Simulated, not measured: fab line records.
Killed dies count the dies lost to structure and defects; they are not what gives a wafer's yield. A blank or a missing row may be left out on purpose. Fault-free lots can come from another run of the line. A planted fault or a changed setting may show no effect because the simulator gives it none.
Split-lot experiment ; flow rit cmos ; on a route of 202 steps: 5 lots, 23 wafers read

THE SPLIT ITSELF
At RIT_GATE_COAT_11 (resist thk 850 nm), the setting resist thk nm was moved away from the recipe's 850 nm on 6 of the 23 wafers read, by -4.2% to -1.9%. For the rest of the wafers, this setting stayed at what the recipe calls for.

FROM THE SPLIT TO THE READING: what the file shows between them, 8 steps
- RIT_GATE_ETCH_19: etches poly-Si in SF6/CHF3/O2, stops on SiO2, time 165 s, target depth 312.5 nm (also split here: time s)
- RIT_PLDD_IMPLANT_08 (also split here: dose cm2)
- RIT_NSD_COAT_01: resist thk 1000 nm (also split here: resist thk nm)
- RIT_NSD_SOFTBAKE_02: time 60 s
- RIT_NSD_EXPOSE_03: exposes mask M9, target cd 40700 nm
- RIT_NSD_DEVELOP_05: develop time 50 s
- RIT_NSD_HARDBAKE_07: time 60 s
- RIT_NSD_IMPLANT_08 (also split here: dose cm2)

THE READING
etest.npoly line.line ohm um (the simulator's own value, which no gauge read), at RIT_M1_PROBE_99. The file does not state a usual value for it. The 17 wafers here that ran the recipe average 163.3, standard deviation 3.3.

wafer;tool, chamber at the split;resist thk nm as run, nm;against the recipe;etest.npoly line.line ohm um;against lot-mates on the recipe
L077.1;litho track-03, 0;850;recipe;163.4;-
L077.3;litho track-03, 0;850;recipe;167.5;-
L077.4;litho track-03, 0;850;recipe;167.4;-
L078.1;litho track-01, 0;813.9;-4.2%;176.4;+12.6
L078.2;litho track-01, 0;813.9;-4.2%;176.8;+13.0
L078.4;litho track-01, 0;850;recipe;162;-
L078.5;litho track-01, 0;850;recipe;162;-
L078.6;litho track-01, 0;850;recipe;167.3;-
L079.1;litho track-03, 0;823;-3.2%;174.9;+9.5
L079.2;litho track-03, 0;850;recipe;160.4;-
L079.3;litho track-03, 0;850;recipe;167.9;-
L079.4;litho track-03, 0;850;recipe;168;-
L079.6;litho track-03, 0;823;-3.2%;179.1;+13.7
L083.2;litho track-03, 0;850;recipe;165.2;-
L083.3;litho track-03, 0;850;recipe;160.4;-
L083.4;litho track-03, 0;833.6;-1.9%;170.5;+6.8
L083.5;litho track-03, 0;850;recipe;165.6;-
L083.6;litho track-03, 0;833.6;-1.9%;164.4;+0.7
L084.1;litho track-01, 0;850;recipe;162;-
L084.2;litho track-01, 0;850;recipe;159.6;-
L084.3;litho track-01, 0;850;recipe;159.6;-
L084.5;litho track-01, 0;850;recipe;159;-
L084.6;litho track-01, 0;850;recipe;159.6;-

THE FIT
A straight line over all 23 wafers: etest.npoly line.line ohm um changes by -3.4 for each +1% of resist thk nm; r = -0.84; the points scatter about the line by 3.4.
The same after taking each lot's own level away (the mean of its wafers on the recipe; 23 wafers): -3.12 for each +1%; r = -0.88; scatter 2.5.
On that fit, the largest move of resist thk nm shifts the reading by 13.
The lots' own levels span 159.96 to 166.10, that is 1.9 times the standard deviation above.
Consequently the slope shifts little with the lot-to-lot level, the two slopes agreeing.
Check: +13.4 against its lot-mates is what the line predicts for one of the wafers moved furthest among these (-4.2%) when that wafer is left out of the fit. It came out at +12.6 against them.

OTHER SPLITS APPLIED TO THESE WAFERS
Note: prior to the reading, these wafers also went through further splits. Each is held against what the fit with the lots' levels taken away leaves over:
other split on the same wafers;wafers away from the commonest value;r with etest.npoly line.line ohm um (lot level and that fit taken away)
RIT_ACTIVE_CVD_03 pressure mtorr;15;-0.20
RIT_ACTIVE_ETCH_13 time s;9;-0.24
RIT_FOX2_OXIDATION_00 temp c;15;+0.09
RIT_PWELL_COAT_01 spin rpm;7;+0.02
RIT_PWELL_IMPLANT_08 energy kev;7;+0.03
RIT_NRETRO_COAT_01 spin rpm;8;-0.22
RIT_NRETRO_IMPLANT_08 energy kev;7;+0.11
RIT_GATE_CLEAN_01 time s;10;-0.16
RIT_GATE_ETCH_19 time s;5;-0.05
RIT_PLDD_IMPLANT_08 dose cm2;5;-0.44
RIT_NSD_COAT_01 resist thk nm;6;-0.13
RIT_NSD_IMPLANT_08 dose cm2;8;-0.44

THE WHOLE CHAIN: every reading that the file lists as answering this split, in the file's order
step;what it does;reading;change (the file's fit);r (the file's)
RIT_M1_PROBE_99;;etest.nmos_0p15.drive ua um (the simulator's own value, which no gauge read);-7.43 for each +1% of the setting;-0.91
RIT_M1_PROBE_99;;etest.npoly line.line ohm um (the simulator's own value, which no gauge read);-3.09 for each +1% of the setting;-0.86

THE FILE'S OWN FIT
etest.npoly line.line ohm um changes by -3.09 for each +1% of resist thk nm, r = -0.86.
